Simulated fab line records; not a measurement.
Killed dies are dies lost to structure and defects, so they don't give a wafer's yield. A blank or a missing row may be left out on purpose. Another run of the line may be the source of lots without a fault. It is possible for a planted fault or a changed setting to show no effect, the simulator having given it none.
fab line records || flow ritCmos
[record] {"lots": 12, "wafers": 36, "lastDay": 7}
route steps=202 shown SILICIDE@162
lots untouched by any fault: they come from a run of this same line in which no faults occurred
startH: hours from the record's first day to the start of the lot's first wafer shown || waitH: hours elapsed since this lot's preceding step || " same as the row above || L1.1+2: a row that stands for several wafers || - no value, or no start given || * or withheld: withheld || < > ~ a bound
route shown NAME@n: a module of which the file shows steps, and the number in the route of the first || usual: mean/standard deviation taken from wafers without a fault || same: alike in all rows || chamber/n: place in a boat || sites: readings site by site || _std_site: how widely they spread, as a standard deviation || _edge_site: outer sites' mean less inner sites' || radiusMm: for every site, how far away it sits from the centre of the wafer || mask NAME#n: copy n || behind: the tool/chamber that last shaped the wafer || hold: reason for holding the lot/hours on hold/outcome of the hold || device: names the non-switching transistor (n, p or np) || end of line: the route-end tests of the same wafers || where a step has no rows: the recipe by itself || killed: at the first sort, the dies lost to defects and structure; wafer yield is something else || map: a wafer's dies, x killed, . not, _ none there
set.NAME: the setting the step ran with; set.NAME@STEP: the setting that earlier step ran with || model.NAME: the simulator's own value behind a step, which no gauge read
the route's steps for a sample of lots (tables are steps, rows are wafers)
services: from which hour (startH, from the record's first day; less than 0 if before it) a tool's chamber was out of use, for how many hours, and why
[[steps]]
[step RIT_SILICIDE_SPUTTER_01]
[recipe] {"material": "Ti", "targetThkNm": 30, "powerW": 350, "chamberPressurePa": 0.667, "gas": "Ar", "timeS": 240, "substrateTempC": 25}
[usual] {"cathodeDcPowerW": "349.99/0.057", "chamberPressurePa": "0.6670/0.0013", "throttleValvePct": "30.0/1.3"}
{"lot.wafer": "L439.3", "tool": "pvdSputter-02", "chamber": "-", "startH": 49.32, "waitH": 0.0, "cathodeDcPowerW": 349.99, "chamberPressurePa": 0.6639, "throttleValvePct": 30.2}
{"lot.wafer": "L439.4", "tool": "pvdSputter-02", "chamber": "-", "startH": 49.32, "waitH": 0.0, "cathodeDcPowerW": 350.04, "chamberPressurePa": 0.6672, "throttleValvePct": 30.9}
{"lot.wafer": "L439.6", "tool": "pvdSputter-02", "chamber": "-", "startH": 49.32, "waitH": 0.0, "cathodeDcPowerW": 349.96, "chamberPressurePa": 0.6661, "throttleValvePct": 30.6}
{"lot.wafer": "L440.4", "tool": "pvdSputter-03", "chamber": "-", "startH": 55.50, "waitH": 0.0, "cathodeDcPowerW": 349.99, "chamberPressurePa": 0.6669, "throttleValvePct": 27.8}
{"lot.wafer": "L440.5", "tool": "pvdSputter-03", "chamber": "-", "startH": 55.50, "waitH": 0.0, "cathodeDcPowerW": 350.06, "chamberPressurePa": 0.6666, "throttleValvePct": 28.3}
{"lot.wafer": "L440.6", "tool": "pvdSputter-03", "chamber": "-", "startH": 55.50, "waitH": 0.0, "cathodeDcPowerW": 349.99, "chamberPressurePa": 0.6668, "throttleValvePct": 29.9}
{"lot.wafer": "L441.1", "tool": "pvdSputter-02", "chamber": "-", "startH": 60.45, "waitH": 0.0, "cathodeDcPowerW": 350.05, "chamberPressurePa": 0.6673, "throttleValvePct": 30.7}
{"lot.wafer": "L441.2", "tool": "pvdSputter-02", "chamber": "-", "startH": 60.45, "waitH": 0.0, "cathodeDcPowerW": 349.98, "chamberPressurePa": 0.6651, "throttleValvePct": 30.4}
{"lot.wafer": "L441.3", "tool": "pvdSputter-02", "chamber": "-", "startH": 60.45, "waitH": 0.0, "cathodeDcPowerW": 349.99, "chamberPressurePa": 0.6654, "throttleValvePct": 30.5}
{"lot.wafer": "L444.2", "tool": "pvdSputter-03", "chamber": "-", "startH": 74.45, "waitH": 0.0, "cathodeDcPowerW": 288.77, "chamberPressurePa": 0.6685, "throttleValvePct": 31.4}
{"lot.wafer": "L444.4", "tool": "pvdSputter-03", "chamber": "-", "startH": 74.45, "waitH": 0.0, "cathodeDcPowerW": 349.95, "chamberPressurePa": 0.6678, "throttleValvePct": 28.2}
{"lot.wafer": "L444.5", "tool": "pvdSputter-03", "chamber": "-", "startH": 74.45, "waitH": 0.0, "cathodeDcPowerW": 349.97, "chamberPressurePa": 0.6671, "throttleValvePct": 28.3}
{"lot.wafer": "L453.3", "tool": "pvdSputter-01", "chamber": "-", "startH": 120.46, "waitH": 0.0, "cathodeDcPowerW": 350.05, "chamberPressurePa": 0.6662, "throttleValvePct": 29.9}
{"lot.wafer": "L453.5", "tool": "pvdSputter-01", "chamber": "-", "startH": 120.46, "waitH": 0.0, "cathodeDcPowerW": 349.99, "chamberPressurePa": 0.6681, "throttleValvePct": 27.6}
{"lot.wafer": "L453.6", "tool": "pvdSputter-01", "chamber": "-", "startH": 120.46, "waitH": 0.0, "cathodeDcPowerW": 350.00, "chamberPressurePa": 0.6660, "throttleValvePct": 29.7}
{"lot.wafer": "L455.3", "tool": "pvdSputter-01", "chamber": "-", "startH": 130.04, "waitH": 0.0, "cathodeDcPowerW": 349.86, "chamberPressurePa": 0.6675, "throttleValvePct": 27.6}
{"lot.wafer": "L455.4", "tool": "pvdSputter-01", "chamber": "-", "startH": 130.04, "waitH": 0.0, "cathodeDcPowerW": 349.98, "chamberPressurePa": 0.6664, "throttleValvePct": 29.8}
{"lot.wafer": "L455.6", "tool": "pvdSputter-01", "chamber": "-", "startH": 130.04, "waitH": 0.0, "cathodeDcPowerW": 349.97, "chamberPressurePa": 0.6680, "throttleValvePct": 29.6}
{"lot.wafer": "L457.3", "tool": "pvdSputter-01", "chamber": "-", "startH": 139.87, "waitH": 0.0, "cathodeDcPowerW": 350.03, "chamberPressurePa": 0.6678, "throttleValvePct": 29.5}
{"lot.wafer": "L457.5", "tool": "pvdSputter-01", "chamber": "-", "startH": 139.87, "waitH": 0.0, "cathodeDcPowerW": 349.98, "chamberPressurePa": 0.6702, "throttleValvePct": 29.8}
{"lot.wafer": "L457.6", "tool": "pvdSputter-01", "chamber": "-", "startH": 139.87, "waitH": 0.0, "cathodeDcPowerW": 349.96, "chamberPressurePa": 0.6681, "throttleValvePct": 28.0}
{"lot.wafer": "L458.1", "tool": "pvdSputter-03", "chamber": "-", "startH": 145.65, "waitH": 0.0, "cathodeDcPowerW": 350.02, "chamberPressurePa": 0.6660, "throttleValvePct": 28.2}
{"lot.wafer": "L458.4", "tool": "pvdSputter-03", "chamber": "-", "startH": 145.65, "waitH": 0.0, "cathodeDcPowerW": 350.04, "chamberPressurePa": 0.6662, "throttleValvePct": 31.4}
{"lot.wafer": "L458.6", "tool": "pvdSputter-03", "chamber": "-", "startH": 145.65, "waitH": 0.0, "cathodeDcPowerW": 349.85, "chamberPressurePa": 0.6686, "throttleValvePct": 30.0}
{"lot.wafer": "L459.2", "tool": "pvdSputter-01", "chamber": "-", "startH": 150.51, "waitH": 0.0, "cathodeDcPowerW": 350.04, "chamberPressurePa": 0.6669, "throttleValvePct": 29.8}
{"lot.wafer": "L459.3", "tool": "pvdSputter-01", "chamber": "-", "startH": 150.51, "waitH": 0.0, "cathodeDcPowerW": 349.99, "chamberPressurePa": 0.6687, "throttleValvePct": 27.9}
{"lot.wafer": "L459.5", "tool": "pvdSputter-01", "chamber": "-", "startH": 150.51, "waitH": 0.0, "cathodeDcPowerW": 349.95, "chamberPressurePa": 0.6647, "throttleValvePct": 29.6}
{"lot.wafer": "L460.2", "tool": "pvdSputter-03", "chamber": "-", "startH": 154.63, "waitH": 0.0, "cathodeDcPowerW": 349.96, "chamberPressurePa": 0.6672, "throttleValvePct": 31.4}
{"lot.wafer": "L460.3", "tool": "pvdSputter-03", "chamber": "-", "startH": 154.63, "waitH": 0.0, "cathodeDcPowerW": 350.09, "chamberPressurePa": 0.6685, "throttleValvePct": 29.9}
{"lot.wafer": "L460.6", "tool": "pvdSputter-03", "chamber": "-", "startH": 154.63, "waitH": 0.0, "cathodeDcPowerW": 349.98, "chamberPressurePa": 0.6691, "throttleValvePct": 29.9}
{"lot.wafer": "L461.1", "tool": "pvdSputter-01", "chamber": "-", "startH": 159.51, "waitH": 0.0, "cathodeDcPowerW": 349.95, "chamberPressurePa": 0.6685, "throttleValvePct": 27.7}
{"lot.wafer": "L461.3", "tool": "pvdSputter-01", "chamber": "-", "startH": 159.51, "waitH": 0.0, "cathodeDcPowerW": 349.99, "chamberPressurePa": 0.6677, "throttleValvePct": 30.0}
{"lot.wafer": "L461.4", "tool": "pvdSputter-01", "chamber": "-", "startH": 159.51, "waitH": 0.0, "cathodeDcPowerW": 350.01, "chamberPressurePa": 0.6654, "throttleValvePct": 29.7}
{"lot.wafer": "L462.1", "tool": "pvdSputter-03", "chamber": "-", "startH": 164.06, "waitH": 0.0, "cathodeDcPowerW": 349.95, "chamberPressurePa": 0.6658, "throttleValvePct": 31.5}
{"lot.wafer": "L462.2", "tool": "pvdSputter-03", "chamber": "-", "startH": 164.06, "waitH": 0.0, "cathodeDcPowerW": 349.99, "chamberPressurePa": 0.6661, "throttleValvePct": 28.2}
{"lot.wafer": "L462.3", "tool": "pvdSputter-03", "chamber": "-", "startH": 164.06, "waitH": 0.0, "cathodeDcPowerW": 349.91, "chamberPressurePa": 0.6672, "throttleValvePct": 31.4}
[step RIT_SILICIDE_RS_MEAS_02]
[recipe] {"thkMeasGauge": "four-point-probe", "reads": "Ti_of_SILICIDE_SPUTTER_01"}
[usual] {"SILICIDE_TI_RS": "47.5/0.65"}
{"lot.wafer": "L439.3", "tool": "filmMetro-01", "chamber": "-", "startH": 49.51, "waitH": 0.1, "SILICIDE_TI_RS[ohm/sq]": 46.3}
{"lot.wafer": "L439.4", "tool": "filmMetro-01", "chamber": "-", "startH": 49.51, "waitH": 0.1, "SILICIDE_TI_RS[ohm/sq]": 46.4}
{"lot.wafer": "L439.6", "tool": "filmMetro-01", "chamber": "-", "startH": 49.51, "waitH": 0.1, "SILICIDE_TI_RS[ohm/sq]": 46.5}
{"lot.wafer": "L440.4", "tool": "filmMetro-01", "chamber": "-", "startH": 55.71, "waitH": 0.1, "SILICIDE_TI_RS[ohm/sq]": 47.8}
{"lot.wafer": "L440.5", "tool": "filmMetro-01", "chamber": "-", "startH": 55.71, "waitH": 0.1, "SILICIDE_TI_RS[ohm/sq]": 47.3}
{"lot.wafer": "L440.6", "tool": "filmMetro-01", "chamber": "-", "startH": 55.71, "waitH": 0.1, "SILICIDE_TI_RS[ohm/sq]": 47.7}
{"lot.wafer": "L441.1", "tool": "filmMetro-03", "chamber": "-", "startH": 60.60, "waitH": 0.1, "SILICIDE_TI_RS[ohm/sq]": 47.7}
{"lot.wafer": "L441.2", "tool": "filmMetro-03", "chamber": "-", "startH": 60.60, "waitH": 0.1, "SILICIDE_TI_RS[ohm/sq]": 47.6}
{"lot.wafer": "L441.3", "tool": "filmMetro-03", "chamber": "-", "startH": 60.60, "waitH": 0.1, "SILICIDE_TI_RS[ohm/sq]": 47.8}
{"lot.wafer": "L444.2", "tool": "filmMetro-03", "chamber": "-", "startH": 74.62, "waitH": 0.1, "SILICIDE_TI_RS[ohm/sq]": 58.8}
{"lot.wafer": "L444.4", "tool": "filmMetro-03", "chamber": "-", "startH": 74.62, "waitH": 0.1, "SILICIDE_TI_RS[ohm/sq]": 48.3}
{"lot.wafer": "L444.5", "tool": "filmMetro-03", "chamber": "-", "startH": 74.62, "waitH": 0.1, "SILICIDE_TI_RS[ohm/sq]": 47.8}
{"lot.wafer": "L453.3", "tool": "filmMetro-03", "chamber": "-", "startH": 120.65, "waitH": 0.1, "SILICIDE_TI_RS[ohm/sq]": 47.4}
{"lot.wafer": "L453.5", "tool": "filmMetro-03", "chamber": "-", "startH": 120.65, "waitH": 0.1, "SILICIDE_TI_RS[ohm/sq]": 46.8}
{"lot.wafer": "L453.6", "tool": "filmMetro-03", "chamber": "-", "startH": 120.65, "waitH": 0.1, "SILICIDE_TI_RS[ohm/sq]": 47.2}
{"lot.wafer": "L455.3", "tool": "filmMetro-04", "chamber": "-", "startH": 130.23, "waitH": 0.1, "SILICIDE_TI_RS[ohm/sq]": 48.1}
{"lot.wafer": "L455.4", "tool": "filmMetro-04", "chamber": "-", "startH": 130.23, "waitH": 0.1, "SILICIDE_TI_RS[ohm/sq]": 48.4}
{"lot.wafer": "L455.6", "tool": "filmMetro-04", "chamber": "-", "startH": 130.23, "waitH": 0.1, "SILICIDE_TI_RS[ohm/sq]": 48.2}
{"lot.wafer": "L457.3", "tool": "filmMetro-03", "chamber": "-", "startH": 140.06, "waitH": 0.1, "SILICIDE_TI_RS[ohm/sq]": 46.6}
{"lot.wafer": "L457.5", "tool": "filmMetro-03", "chamber": "-", "startH": 140.06, "waitH": 0.1, "SILICIDE_TI_RS[ohm/sq]": 46.2}
{"lot.wafer": "L457.6", "tool": "filmMetro-03", "chamber": "-", "startH": 140.06, "waitH": 0.1, "SILICIDE_TI_RS[ohm/sq]": 46.5}
{"lot.wafer": "L458.1", "tool": "filmMetro-04", "chamber": "-", "startH": 145.80, "waitH": 0.1, "SILICIDE_TI_RS[ohm/sq]": 48.1}
{"lot.wafer": "L458.4", "tool": "filmMetro-04", "chamber": "-", "startH": 145.80, "waitH": 0.1, "SILICIDE_TI_RS[ohm/sq]": 47.8}
{"lot.wafer": "L458.6", "tool": "filmMetro-04", "chamber": "-", "startH": 145.80, "waitH": 0.1, "SILICIDE_TI_RS[ohm/sq]": 48.5}
{"lot.wafer": "L459.2", "tool": "filmMetro-04", "chamber": "-", "startH": 150.68, "waitH": 0.1, "SILICIDE_TI_RS[ohm/sq]": 47.3}
{"lot.wafer": "L459.3", "tool": "filmMetro-04", "chamber": "-", "startH": 150.68, "waitH": 0.1, "SILICIDE_TI_RS[ohm/sq]": 46.7}
{"lot.wafer": "L459.5", "tool": "filmMetro-04", "chamber": "-", "startH": 150.68, "waitH": 0.1, "SILICIDE_TI_RS[ohm/sq]": 47.4}
{"lot.wafer": "L460.2", "tool": "filmMetro-04", "chamber": "-", "startH": 154.80, "waitH": 0.1, "SILICIDE_TI_RS[ohm/sq]": 47.8}
{"lot.wafer": "L460.3", "tool": "filmMetro-04", "chamber": "-", "startH": 154.80, "waitH": 0.1, "SILICIDE_TI_RS[ohm/sq]": 48.0}
{"lot.wafer": "L460.6", "tool": "filmMetro-04", "chamber": "-", "startH": 154.80, "waitH": 0.1, "SILICIDE_TI_RS[ohm/sq]": 47.9}
{"lot.wafer": "L461.1", "tool": "filmMetro-03", "chamber": "-", "startH": 159.66, "waitH": 0.1, "SILICIDE_TI_RS[ohm/sq]": 46.6}
{"lot.wafer": "L461.3", "tool": "filmMetro-03", "chamber": "-", "startH": 159.66, "waitH": 0.1, "SILICIDE_TI_RS[ohm/sq]": 46.7}
{"lot.wafer": "L461.4", "tool": "filmMetro-03", "chamber": "-", "startH": 159.66, "waitH": 0.1, "SILICIDE_TI_RS[ohm/sq]": 46.3}
{"lot.wafer": "L462.1", "tool": "filmMetro-01", "chamber": "-", "startH": 164.21, "waitH": 0.1, "SILICIDE_TI_RS[ohm/sq]": 46.8}
{"lot.wafer": "L462.2", "tool": "filmMetro-01", "chamber": "-", "startH": 164.21, "waitH": 0.1, "SILICIDE_TI_RS[ohm/sq]": 47.9}
{"lot.wafer": "L462.3", "tool": "filmMetro-01", "chamber": "-", "startH": 164.21, "waitH": 0.1, "SILICIDE_TI_RS[ohm/sq]": 47.7}
[step RIT_SILICIDE_THK_MEAS_03]
[recipe] {"thkMeasGauge": "xrf", "reads": "Ti_of_SILICIDE_SPUTTER_01"}
[usual] {"SILICIDE_TI_THK": "30.6/0.34"}
{"lot.wafer": "L439.3", "tool": "filmMetro-01", "chamber": "-", "startH": 49.61, "waitH": 0.1, "SILICIDE_TI_THK[nm]": 31.2}
{"lot.wafer": "L439.4", "tool": "filmMetro-01", "chamber": "-", "startH": 49.61, "waitH": 0.1, "SILICIDE_TI_THK[nm]": 31.0}
{"lot.wafer": "L439.6", "tool": "filmMetro-01", "chamber": "-", "startH": 49.61, "waitH": 0.1, "SILICIDE_TI_THK[nm]": 31.0}
{"lot.wafer": "L440.4", "tool": "filmMetro-01", "chamber": "-", "startH": 55.80, "waitH": 0.1, "SILICIDE_TI_THK[nm]": 30.3}
{"lot.wafer": "L440.5", "tool": "filmMetro-01", "chamber": "-", "startH": 55.80, "waitH": 0.1, "SILICIDE_TI_THK[nm]": 30.8}
{"lot.wafer": "L440.6", "tool": "filmMetro-01", "chamber": "-", "startH": 55.80, "waitH": 0.1, "SILICIDE_TI_THK[nm]": 30.5}
{"lot.wafer": "L441.1", "tool": "filmMetro-03", "chamber": "-", "startH": 60.72, "waitH": 0.1, "SILICIDE_TI_THK[nm]": 30.4}
{"lot.wafer": "L441.2", "tool": "filmMetro-03", "chamber": "-", "startH": 60.72, "waitH": 0.1, "SILICIDE_TI_THK[nm]": 30.6}
{"lot.wafer": "L441.3", "tool": "filmMetro-03", "chamber": "-", "startH": 60.72, "waitH": 0.1, "SILICIDE_TI_THK[nm]": 30.5}
{"lot.wafer": "L444.2", "tool": "filmMetro-03", "chamber": "-", "startH": 74.73, "waitH": 0.1, "SILICIDE_TI_THK[nm]": 25.7}
{"lot.wafer": "L444.4", "tool": "filmMetro-03", "chamber": "-", "startH": 74.73, "waitH": 0.1, "SILICIDE_TI_THK[nm]": 30.1}
{"lot.wafer": "L444.5", "tool": "filmMetro-03", "chamber": "-", "startH": 74.73, "waitH": 0.1, "SILICIDE_TI_THK[nm]": 30.3}
{"lot.wafer": "L453.3", "tool": "filmMetro-03", "chamber": "-", "startH": 120.75, "waitH": 0.1, "SILICIDE_TI_THK[nm]": 30.8}
{"lot.wafer": "L453.5", "tool": "filmMetro-03", "chamber": "-", "startH": 120.75, "waitH": 0.1, "SILICIDE_TI_THK[nm]": 31.0}
{"lot.wafer": "L453.6", "tool": "filmMetro-03", "chamber": "-", "startH": 120.75, "waitH": 0.1, "SILICIDE_TI_THK[nm]": 30.9}
{"lot.wafer": "L455.3", "tool": "filmMetro-04", "chamber": "-", "startH": 130.33, "waitH": 0.1, "SILICIDE_TI_THK[nm]": 30.2}
{"lot.wafer": "L455.4", "tool": "filmMetro-04", "chamber": "-", "startH": 130.33, "waitH": 0.1, "SILICIDE_TI_THK[nm]": 30.1}
{"lot.wafer": "L455.6", "tool": "filmMetro-04", "chamber": "-", "startH": 130.33, "waitH": 0.1, "SILICIDE_TI_THK[nm]": 30.3}
{"lot.wafer": "L457.3", "tool": "filmMetro-03", "chamber": "-", "startH": 140.16, "waitH": 0.1, "SILICIDE_TI_THK[nm]": 31.2}
{"lot.wafer": "L457.5", "tool": "filmMetro-03", "chamber": "-", "startH": 140.16, "waitH": 0.1, "SILICIDE_TI_THK[nm]": 31.4}
{"lot.wafer": "L457.6", "tool": "filmMetro-03", "chamber": "-", "startH": 140.16, "waitH": 0.1, "SILICIDE_TI_THK[nm]": 31.2}
{"lot.wafer": "L458.1", "tool": "filmMetro-04", "chamber": "-", "startH": 145.92, "waitH": 0.1, "SILICIDE_TI_THK[nm]": 30.3}
{"lot.wafer": "L458.4", "tool": "filmMetro-04", "chamber": "-", "startH": 145.92, "waitH": 0.1, "SILICIDE_TI_THK[nm]": 30.5}
{"lot.wafer": "L458.6", "tool": "filmMetro-04", "chamber": "-", "startH": 145.92, "waitH": 0.1, "SILICIDE_TI_THK[nm]": 30.2}
{"lot.wafer": "L459.2", "tool": "filmMetro-04", "chamber": "-", "startH": 150.79, "waitH": 0.1, "SILICIDE_TI_THK[nm]": 30.9}
{"lot.wafer": "L459.3", "tool": "filmMetro-04", "chamber": "-", "startH": 150.79, "waitH": 0.1, "SILICIDE_TI_THK[nm]": 31.1}
{"lot.wafer": "L459.5", "tool": "filmMetro-04", "chamber": "-", "startH": 150.79, "waitH": 0.1, "SILICIDE_TI_THK[nm]": 30.7}
{"lot.wafer": "L460.2", "tool": "filmMetro-04", "chamber": "-", "startH": 154.91, "waitH": 0.1, "SILICIDE_TI_THK[nm]": 30.5}
{"lot.wafer": "L460.3", "tool": "filmMetro-04", "chamber": "-", "startH": 154.91, "waitH": 0.1, "SILICIDE_TI_THK[nm]": 30.4}
{"lot.wafer": "L460.6", "tool": "filmMetro-04", "chamber": "-", "startH": 154.91, "waitH": 0.1, "SILICIDE_TI_THK[nm]": 30.4}
{"lot.wafer": "L461.1", "tool": "filmMetro-03", "chamber": "-", "startH": 159.78, "waitH": 0.1, "SILICIDE_TI_THK[nm]": 31.1}
{"lot.wafer": "L461.3", "tool": "filmMetro-03", "chamber": "-", "startH": 159.78, "waitH": 0.1, "SILICIDE_TI_THK[nm]": 31.0}
{"lot.wafer": "L461.4", "tool": "filmMetro-03", "chamber": "-", "startH": 159.78, "waitH": 0.1, "SILICIDE_TI_THK[nm]": 31.1}
{"lot.wafer": "L462.1", "tool": "filmMetro-01", "chamber": "-", "startH": 164.33, "waitH": 0.1, "SILICIDE_TI_THK[nm]": 30.9}
{"lot.wafer": "L462.2", "tool": "filmMetro-01", "chamber": "-", "startH": 164.33, "waitH": 0.1, "SILICIDE_TI_THK[nm]": 30.5}
{"lot.wafer": "L462.3", "tool": "filmMetro-01", "chamber": "-", "startH": 164.33, "waitH": 0.1, "SILICIDE_TI_THK[nm]": 30.4}
[[services]]
{"tool": "pvdSputter-01", "chamber": "-", "startH": 36.59, "hours": 2.3, "kind": "repair"}
{"tool": "pvdSputter-01", "chamber": "-", "startH": 54.37, "hours": 4.9, "kind": "repair"}
{"tool": "pvdSputter-02", "chamber": "-", "startH": 87.69, "hours": 9.4, "kind": "repair"}
{"tool": "pvdSputter-03", "chamber": "-", "startH": 130.60, "hours": 0.7, "kind": "repair"}
{"tool": "pvdSputter-03", "chamber": "-", "startH": 158.65, "hours": 2.6, "kind": "repair"}
[[key]]
[firstSign] {"step": "RIT_SILICIDE_SPUTTER_01", "reading": "cathodeDcPowerW", "direction": "down", "sigmas": "99+", "usual": 349.99, "struck": 288.77}
[effect] {"step": "RIT_SILICIDE_RS_MEAS_02", "reading": "SILICIDE_TI_RS", "direction": "up", "sigmas": 17, "usual": 47.5, "struck": 58.8}
[effect] {"step": "RIT_SILICIDE_THK_MEAS_03", "reading": "SILICIDE_TI_THK", "direction": "down", "sigmas": 14, "usual": 30.6, "struck": 25.7}
metAt RIT_SILICIDE_SPUTTER_01
struckLots L444
struckWafers L444.2
testerLeftOut L444
[fault] {"kind": "processParameterDrift", "tool": "pvdSputter-03", "chamber": "-", "onsetH": 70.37, "steps": "RIT_SILICIDE_SPUTTER_01", "channel": "powerW", "offset": -61.254, "shape": "step", "endH": 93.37, "stated": 350, "scope": "struckWafersOnly"}
// testerLeftOut: of these lots the tester's yield and bins aren't shown, on N5 and GAA mostly nor the transistor test; their killed dies are dies lost to structure and defects alone, not to doping, threshold or leakage, so they don't give the yield
